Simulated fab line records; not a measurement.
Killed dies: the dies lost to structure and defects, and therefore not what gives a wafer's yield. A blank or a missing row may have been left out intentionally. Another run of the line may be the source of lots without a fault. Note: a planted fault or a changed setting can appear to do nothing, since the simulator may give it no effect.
fab line records + flow rit-cmos
[record]
- lots = 5
- wafers = 15
- last-day = 6
route steps=202 shown PSD@151 SDANNEAL@153 NSD@158 PLDD@159
lots that met no fault: taken from a fault-free run of the same line
start-h: hours from the record's first day to the start of the lot's first wafer shown + wait-h: hours since the lot's step before + " as in the row above + L1.1+2: a single row standing in for several wafers + - value missing, or start not given + * or withheld: withheld + < > ~ a bound
route shown NAME@n: names a module that has steps shown in the file, with the first one's number in the route + usual: mean and standard deviation over wafers with no fault + same: alike in all rows + chamber/n: place in a boat + sites: each site's reading + _std_site: standard deviation of those values + _edge_site: outer sites' mean less inner sites' + radius-mm: for every site, how far away it sits from the centre of the wafer + mask NAME#n: copy n + behind: the last tool/chamber to shape the wafer + hold: why the lot was held/for how many hours/how that ended + device: the transistor (n, p or np) that didn't switch + end of line: the tests these same wafers got at the end of their route + a step with no rows: only its recipe + killed: at the first sort, the dies lost to defects and structure; wafer yield is something else + map: shows each die of a wafer: x if killed, . if not, _ if none is there
set.NAME: the run value of the setting; set.NAME@STEP: its run value at that earlier step + model.NAME: the simulator's own value behind a step, which no gauge read
a table for each step, a row for each wafer; lots at some steps of the route
services: from which hour (start-h, from the record's first day; less than 0 if before it) a tool's chamber was out of use, for how many hours, and why
[[steps]]
[step RIT_PSD_STRIP_09]
[recipe]
- chemistry = O2
- time-s = 180
- resist = NOVOLAK
- platen-temp-c = withheld
- power-w = 500
- pressure-mtorr = 4000
- o2-flow-sccm = 4000
[usual]
- drypump-motor-current-A = 5.7/0.53
| lot.wafer | tool            | chamber | start-h | wait-h | drypump-motor-current-A | rf-hours-counter-h |
|-----------|-----------------|---------|---------|--------|-------------------------|--------------------|
| L075.3    | plasma-asher-02 | 0       | 58.99   | 0.1    | 5.6                     | -                  |
| L075.4    | "               | 1       | "       | "      | 5.5                     | -                  |
| L075.5    | "               | 1       | "       | "      | 5.5                     | -                  |
| L086.2    | plasma-asher-01 | 0       | 113.61  | 0.1    | 5.8                     | 32                 |
| L086.3    | "               | 1       | "       | "      | 5.1                     | -                  |
| L086.4    | "               | 0       | "       | "      | 5.8                     | -                  |
| L089.3    | plasma-asher-02 | 1       | 128.49  | 0.1    | 5.4                     | -                  |
| L089.4    | "               | 0       | "       | "      | 5.6                     | -                  |
| L089.5    | "               | 1       | "       | "      | 5.4                     | -                  |
| L092.2    | plasma-asher-01 | 1       | 143.24  | 0.1    | 5.1                     | 36                 |
| L092.3    | "               | 0       | "       | "      | 5.8                     | -                  |
| L092.5    | "               | 1       | "       | "      | 5.1                     | -                  |
| L093.1    | plasma-asher-04 | 0       | 145.52  | 0.1    | 5.8                     | 52                 |
| L093.3    | "               | 1       | "       | "      | 6.9                     | -                  |
| L093.5    | "               | 1       | "       | "      | 6.9                     | -                  |
[step RIT_PSD_TW_MEAS_10]
[usual]
- PSD_TW = 3443/33
| lot.wafer | tool          | chamber | start-h | wait-h | PSD_TW |
|-----------|---------------|---------|---------|--------|--------|
| L075.3    | film-metro-02 | -       | 59.13   | 0.1    | 3401   |
| L075.4    | "             | -       | "       | "      | 3394   |
| L075.5    | "             | -       | "       | "      | 3404   |
| L086.2    | film-metro-03 | -       | 113.79  | 0.1    | 3429   |
| L086.3    | "             | -       | "       | "      | 3433   |
| L086.4    | "             | -       | "       | "      | 3441   |
| L089.3    | film-metro-03 | -       | 128.63  | 0.1    | 3448   |
| L089.4    | "             | -       | "       | "      | 3435   |
| L089.5    | "             | -       | "       | "      | 3461   |
| L092.2    | film-metro-04 | -       | 143.42  | 0.1    | 3492   |
| L092.3    | "             | -       | "       | "      | 3493   |
| L092.5    | "             | -       | "       | "      | 3471   |
| L093.1    | film-metro-03 | -       | 145.70  | 0.1    | 3473   |
| L093.3    | "             | -       | "       | "      | 3461   |
| L093.5    | "             | -       | "       | "      | 3469   |
[step RIT_SDANNEAL_CLEAN_00]
[recipe]
- chemistry = SC1
- mix = 3:3:50
- time-s = 600
- temp-c = 75
| lot.wafer  | tool         | chamber | start-h | wait-h |
|------------|--------------|---------|---------|--------|
| L075.3+4+5 | wet-bench-04 | 3       | 59.17   | 0.0    |
| L086.2+3+4 | wet-bench-02 | 2       | 113.84  | 0.0    |
| L089.3+4+5 | wet-bench-04 | 3       | 128.67  | 0.0    |
| L092.2+3+5 | wet-bench-01 | 3       | 143.47  | 0.0    |
| L093.1+3+5 | wet-bench-04 | 0       | 145.76  | 0.1    |
[step RIT_SDANNEAL_CLEAN_01]
[recipe]
- chemistry = dHF
- dilution = 50:1
- time-s = 30
| lot.wafer  | tool         | chamber | start-h | wait-h |
|------------|--------------|---------|---------|--------|
| L075.3+4+5 | wet-bench-01 | 2       | 59.36   | 0.0    |
| L086.2+3+4 | wet-bench-01 | 2       | 114.02  | 0.0    |
| L089.3+4+5 | wet-bench-01 | 1       | 128.86  | 0.0    |
| L092.2+3+5 | wet-bench-02 | 3       | 143.66  | 0.0    |
| L093.1+3+5 | wet-bench-02 | 1       | 146.11  | 0.0    |
[step RIT_SDANNEAL_CLEAN_02]
[recipe]
- chemistry = SC2
- mix = 3:3:50
- time-s = 600
- temp-c = 75
- dry = n2-spin
| lot.wafer  | tool         | chamber | start-h | wait-h |
|------------|--------------|---------|---------|--------|
| L075.3+4+5 | wet-bench-02 | 3       | 59.39   | 0.0    |
| L086.2+3+4 | wet-bench-02 | 3       | 114.04  | 0.0    |
| L089.3+4+5 | wet-bench-02 | 2       | 128.88  | 0.0    |
| L092.2+3+5 | wet-bench-01 | 2       | 143.68  | 0.0    |
| L093.1+3+5 | wet-bench-01 | 1       | 146.12  | 0.0    |
[step RIT_SDANNEAL_RTA_03]
[recipe]
- temp-c = 1050
- time-s = 5
- idle-temp-c = 600
- ramp-up-c-per-s = 342
- ramp-down-c-per-s = 171
- cool-to-c = 600
- ambient = N2
[usual]
- wafer_temp_C_max = 1053.7/1.2
| lot.wafer | tool          | chamber | start-h | wait-h | wafer_temp_C_max |
|-----------|---------------|---------|---------|--------|------------------|
| L075.3    | rtp-anneal-02 | 0       | 59.59   | 0.0    | 1055.7           |
| L075.4    | "             | 0       | "       | "      | 1054.8           |
| L075.5    | "             | 0       | "       | "      | 1052.1           |
| L086.2    | rtp-anneal-01 | 0       | 114.22  | 0.0    | 1056.5           |
| L086.3    | "             | 0       | "       | "      | 1053.8           |
| L086.4    | "             | 0       | "       | "      | 1052.7           |
| L089.3    | rtp-anneal-02 | 0       | 129.07  | 0.0    | 1052.3           |
| L089.4    | "             | 0       | "       | "      | 1052.2           |
| L089.5    | "             | 0       | "       | "      | 1053.2           |
| L092.2    | rtp-anneal-01 | 0       | 143.88  | 0.0    | 1052.8           |
| L092.3    | "             | 0       | "       | "      | 1052.2           |
| L092.5    | "             | 0       | "       | "      | 1051.4           |
| L093.1    | rtp-anneal-02 | 0       | 146.30  | 0.0    | 1053.2           |
| L093.3    | "             | 0       | "       | "      | 1052.8           |
| L093.5    | "             | 0       | "       | "      | 1054.5           |
[step RIT_SDANNEAL_RS_MEAS_04]
[recipe]
- thk-meas-gauge = four-point-probe
[usual]
- PSD_RS = 115.93/0.26
| lot.wafer | tool          | chamber | start-h | wait-h | PSD_RS[ohm/sq] |
|-----------|---------------|---------|---------|--------|----------------|
| L075.3    | film-metro-04 | -       | 59.67   | 0.1    | 115.98         |
| L075.4    | "             | -       | "       | "      | 116.40         |
| L075.5    | "             | -       | "       | "      | 116.01         |
| L086.2    | film-metro-02 | -       | 114.29  | 0.1    | 115.98         |
| L086.3    | "             | -       | "       | "      | 116.20         |
| L086.4    | "             | -       | "       | "      | 115.82         |
| L089.3    | film-metro-04 | -       | 129.15  | 0.1    | 115.63         |
| L089.4    | "             | -       | "       | "      | 115.79         |
| L089.5    | "             | -       | "       | "      | 115.62         |
| L092.2    | film-metro-04 | -       | 143.95  | 0.1    | 116.05         |
| L092.3    | "             | -       | "       | "      | 115.79         |
| L092.5    | "             | -       | "       | "      | 115.74         |
| L093.1    | film-metro-04 | -       | 146.36  | 0.0    | 115.72         |
| L093.3    | "             | -       | "       | "      | 116.19         |
| L093.5    | "             | -       | "       | "      | 115.61         |
[step RIT_SDANNEAL_RS_MEAS_05]
[recipe]
- thk-meas-gauge = four-point-probe
[usual]
- NSD_RS = 84.58/0.25
| lot.wafer | tool          | chamber | start-h | wait-h | NSD_RS[ohm/sq] |
|-----------|---------------|---------|---------|--------|----------------|
| L075.3    | film-metro-04 | -       | 59.79   | 0.1    | 84.36          |
| L075.4    | "             | -       | "       | "      | 84.33          |
| L075.5    | "             | -       | "       | "      | 84.43          |
| L086.2    | film-metro-02 | -       | 114.41  | 0.1    | 84.60          |
| L086.3    | "             | -       | "       | "      | 84.42          |
| L086.4    | "             | -       | "       | "      | 84.34          |
| L089.3    | film-metro-04 | -       | 129.27  | 0.1    | 84.73          |
| L089.4    | "             | -       | "       | "      | 85.00          |
| L089.5    | "             | -       | "       | "      | 84.85          |
| L092.2    | film-metro-04 | -       | 144.07  | 0.1    | 84.33          |
| L092.3    | "             | -       | "       | "      | 84.16          |
| L092.5    | "             | -       | "       | "      | 84.15          |
| L093.1    | film-metro-04 | -       | 146.48  | 0.1    | 85.33          |
| L093.3    | "             | -       | "       | "      | 84.75          |
| L093.5    | "             | -       | "       | "      | 85.13          |
[step RIT_SDANNEAL_RS_MEAS_06]
[recipe]
- thk-meas-gauge = four-point-probe
[usual]
- PLDD_RS = 178.8/0.34
| lot.wafer | tool          | chamber | start-h | wait-h | PLDD_RS[ohm/sq] |
|-----------|---------------|---------|---------|--------|-----------------|
| L075.3    | film-metro-04 | -       | 59.91   | 0.1    | 179.0           |
| L075.4    | "             | -       | "       | "      | 178.7           |
| L075.5    | "             | -       | "       | "      | 178.9           |
| L086.2    | film-metro-02 | -       | 114.53  | 0.1    | 178.9           |
| L086.3    | "             | -       | "       | "      | 179.0           |
| L086.4    | "             | -       | "       | "      | 178.5           |
| L089.3    | film-metro-04 | -       | 129.39  | 0.1    | 178.5           |
| L089.4    | "             | -       | "       | "      | 178.7           |
| L089.5    | "             | -       | "       | "      | 178.8           |
| L092.2    | film-metro-04 | -       | 144.19  | 0.1    | 178.7           |
| L092.3    | "             | -       | "       | "      | 178.5           |
| L092.5    | "             | -       | "       | "      | 178.2           |
| L093.1    | film-metro-04 | -       | 146.60  | 0.1    | 178.6           |
| L093.3    | "             | -       | "       | "      | 179.0           |
| L093.5    | "             | -       | "       | "      | 178.1           |
[[services]]
| tool            | chamber | start-h | hours | kind   |
|-----------------|---------|---------|-------|--------|
| plasma-asher-01 | -       | 40.98   | 2.3   | repair |
| plasma-asher-02 | -       | 41.58   | 7.8   | repair |
| plasma-asher-02 | -       | 109.58  | 2.8   | pm     |
[[key]]
fault none
